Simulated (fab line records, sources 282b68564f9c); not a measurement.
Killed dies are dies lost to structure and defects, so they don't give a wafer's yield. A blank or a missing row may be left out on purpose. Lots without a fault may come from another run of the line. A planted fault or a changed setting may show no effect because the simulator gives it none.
Problem report in the 8D (eight disciplines) form, filled by code | flow rit_cmos | the parts of the form that need people (team, actions taken, sign-off) are left out

1. THE PROBLEM
run_length_s at RIT_CONTACT_ETCH_11 reads a mean of 406.1 s on 2 wafers of 2 lots; wafers without a fault read 348.3 s with a standard deviation of 0.46. That is +99 or more standard deviations from the usual mean.
The step: etches SiO2 in CHF3/CF4/Ar, stops on TiSi2, target depth 480 nm, time 320 s.
First seen on wafer L668.3, day 5 21:23, on rie_diel-01. The record holds 42 wafers of 14 lots with a number at this step. Rule for "out", or "out of limits": more than 4 standard deviations from the usual mean. The other wafers with a number count as sound.

2. WHAT IT IS AND WHAT IT IS NOT
question                    | is               | is not
which readings at this step | run_length_s     | drypump_motor_current_A, oes_product_au, throttle_valve_pct
which lots                  | L668, L669       | L656, L657, L658, L659, L660, L661, L662, L663, L667, L670, L673, L676
which wafers of those lots  | L668.3, L669.5   | L668.1, L668.4, L669.2, L669.6
read on which tools         | rie_diel-01      | rie_diel-02, rie_diel-03
when                        | from day 5 21:23 | up to then (29 sound wafers); but 11 sound wafers of L669, L670, L673, L676 came after

3. SUSPECTS, AND WHAT RULES EACH OUT
Counting: a tool at a process step up to the reading stays a suspect if it ran every lot that is out. Sound lots after the first of them don't rule it out here, since some wafers of a struck lot are sound.
- rie_diel-01 at RIT_CONTACT_ETCH_11 (etches SiO2 in CHF3/CF4/Ar, stops on TiSi2, target depth 480 nm, time 320 s): kept. It ran every lot that is out, first L668 (day 5 21:23); its last sound lot up to then is L662 (day 4 15:57). Its own readings are out on those wafers: run_length_s.
- Within rie_diel-01 at RIT_CONTACT_ETCH_11: the wafers that are out ran in chamber 3; their sound lot-mates ran in chambers 0, 2.
Left after counting: rie_diel-01 at RIT_CONTACT_ETCH_11.

4. THE CAUSE (what the simulator had put in)
Process parameter drift: rie_diel-01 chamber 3, from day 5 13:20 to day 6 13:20, at RIT_CONTACT_ETCH_11. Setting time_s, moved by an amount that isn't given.
Counting left only this tool.

5. THE CHAIN OF EFFECTS, in route order
Each row: a reading whose mean over the struck wafers that have a number lies more than 3 standard deviations from the usual. Only readings for which the record gives a usual standard deviation are gone through. hours: the time from each lot's start at the first step in this table that gives one to its start at this step, as a median over the lots. sigmas: the change in usual standard deviations.
hours | step                | reading      | usual   | on struck wafers | change | sigmas
0     | RIT_CONTACT_ETCH_11 | run_length_s | 348.3 s | 406.1            | +57.8  | +99 or more
The process steps in it:
- RIT_CONTACT_ETCH_11: etches SiO2 in CHF3/CF4/Ar, stops on TiSi2, target depth 480 nm, time 320 s.

6. WHAT WOULD HAVE CAUGHT IT SOONER
In this record the first reading out of limits was taken at day 5 21:23, 8 hours after the fault began at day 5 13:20.
